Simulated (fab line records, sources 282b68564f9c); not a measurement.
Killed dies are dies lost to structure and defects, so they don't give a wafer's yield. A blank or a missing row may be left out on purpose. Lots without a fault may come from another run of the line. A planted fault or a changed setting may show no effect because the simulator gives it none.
Which tool did it? | flow rit_cmos | 7 lots, 21 wafers sampled, at 2 steps of a route of 202

WHAT THE GAUGES READ, wafer by wafer
RIT_SDANNEAL_RS_MEAS_05: measures by four-point-probe.
lot  | measured    | on            | NSD_RS (ohm/sq)
L506 | day 4 04:44 | film_metro-01 | 84.91 84.96 84.89
L509 | day 4 18:07 | film_metro-03 | 84.49 84.30 84.43
L512 | day 5 08:25 | film_metro-03 | 84.35 84.37 84.35
L514 | day 5 19:04 | film_metro-04 | 84.50 84.43 84.60
L516 | day 6 05:32 | film_metro-04 | 81.56 81.68 81.92
L518 | day 6 16:58 | film_metro-03 | 84.86 84.86 84.79
L522 | day 7 10:02 | film_metro-01 | 84.78 84.70 84.51

WHICH TOOL RAN EACH LOT (tool, then ch and the chambers of the sampled wafers, then the start)
lot  | RIT_NSD_IMPLANT_08
L506 | implanter-04 ch 0, day 4 02:12
L509 | implanter-03 ch 0, day 4 15:38
L512 | implanter-02 ch 0, day 5 05:55
L514 | implanter-02 ch 0, day 5 16:41
L516 | implanter-04 ch 0, day 6 03:07
L518 | implanter-03 ch 0, day 6 14:32
L522 | implanter-03 ch 0, day 7 07:32
- RIT_NSD_IMPLANT_08

THE ANSWER, worked out from the rows above alone
Rule: what is usual is taken from the lots themselves. Put in order of their means at a reading, lots are off if they are a third of the lots or fewer, leave a main group of 4 or more, and stand apart from it by a gap of 3 or more times the standard deviation of the main group's means; of several such gaps the widest counts. A main group whose means are all the same, to the digits that the tables above print for the reading, isn't used. A lot without any number at a reading at which 4 lots or more have one is off too. The other lots that the step has rows for count as sound.
Off: L516, at RIT_SDANNEAL_RS_MEAS_05 (NSD_RS). The main group: mean 84.62 ohm/sq, standard deviation 0.21.
A tool fits if, at a process step before that reading, it ran every lot that is off, and no sound lot after the first of them. The gauges at RIT_SDANNEAL_RS_MEAS_05 are tried like those tools. Can't be told from this: 2 tools fit, implanter-04 at RIT_NSD_IMPLANT_08, film_metro-04 at RIT_SDANNEAL_RS_MEAS_05.

WHAT THE SIMULATOR HAD PUT IN
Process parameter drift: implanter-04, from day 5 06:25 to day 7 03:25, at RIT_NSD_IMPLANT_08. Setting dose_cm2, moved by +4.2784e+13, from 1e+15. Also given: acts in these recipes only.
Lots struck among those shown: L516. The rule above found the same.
